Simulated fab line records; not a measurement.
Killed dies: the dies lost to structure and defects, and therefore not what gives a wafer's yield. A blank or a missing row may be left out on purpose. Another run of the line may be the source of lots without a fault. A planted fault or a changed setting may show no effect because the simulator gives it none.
Comparing a struck lot with a sound one -- flow rit cmos -- 14 steps out of a route of 202
Sound: wafers L923.3, L923.4, L923.5. Wafers struck: L936.1, L936.3, L936.5. The cause is named last.
Order at every step that has rows: each side's tool, ch and its chambers, its first start. Under that, the readings that differ: sound wafers -- struck wafers -- difference of the means -- sigmas: that difference in standard deviations of wafers without a fault.
alike: same words and numbers on both sides, and readings whose means sit less than 2 such deviations apart. not compared: any withheld reading, any reading some wafer has no value for, any bound like >300 that may hide the same value, and any number with overlapping values for which the record gives no deviation.
Wherever a step has rows on one side only, a row that says differs or no value, or a row with sigmas, the two part there. Numbers that have no deviation but don't overlap get no sigmas and don't part them. A reading missing from all wafers of one side parts the sides only when that side holds two or more wafers.

first, 2 steps without rows for these wafers: RIT_PWELL_HARDBAKE_07 (time 120 s); RIT_PWELL_IMPLANT_08.
RIT_PWELL_STRIP_09: strips in O2, time 180 s.
  sound on plasma asher-02 ch 0,1, day 2 06:22; struck on plasma asher-03 ch 0,1, day 4 21:47
  alike: drypump motor current A, o2 flow sccm
  not compared: rf hours counter h
RIT_PWELL_TW_MEAS_10:
  sound: film metro-01 at day 2 06:30; struck: film metro-04 at day 4 21:58
  alike: PWELL_TW
then, 1 step without rows for these wafers: RIT_WELLDRIVE_ANNEAL_00 (time 14700 s).
RIT_WELLDRIVE_RS_MEAS_01: a four-point-probe measurement.
  sound: film metro-01 at day 2 12:54; struck: film metro-04 at day 5 03:07
  alike: NWELL_RS
RIT_WELLDRIVE_RS_MEAS_02: a four-point-probe measurement.
  sound: film metro-01 at day 2 13:01; struck: film metro-04 at day 5 03:14
  alike: PWELL_RS
then, 5 steps without rows for these wafers: RIT_NRETRO_HMDS_00 (prime time 60 s); RIT_NRETRO_COAT_01 (resist thk 1300 nm); RIT_NRETRO_SOFTBAKE_02 (time 60 s); RIT_NRETRO_EXPOSE_03 (exposes mask M4, target cd 43900 nm); RIT_NRETRO_PEB_04.
RIT_NRETRO_DEVELOP_05: develop time 68 s.
  sound on litho track-04 ch 0, day 2 14:00; struck on litho track-03, day 5 04:00
  no value came back on the struck wafers for chill plate temp C (C), develop time s (s), exhaust pa (Pa); on the sound wafers chill plate temp C (C) reads 23.19 23.19 23.10
RIT_NRETRO_OVL_MEAS_06:
  sound: overlay-01 at day 2 14:14; struck: overlay-01 at day 5 04:14
reading,sound,struck,difference,sigmas
NRETRO_OVL (nm),2.9 1.6 2.6,- - -,no value on the struck wafers,

WHERE THEY PART
Last at RIT_NRETRO_OVL_MEAS_06 as far as this record goes, first at RIT_NRETRO_DEVELOP_05.

WHY: what had been put in by the simulator
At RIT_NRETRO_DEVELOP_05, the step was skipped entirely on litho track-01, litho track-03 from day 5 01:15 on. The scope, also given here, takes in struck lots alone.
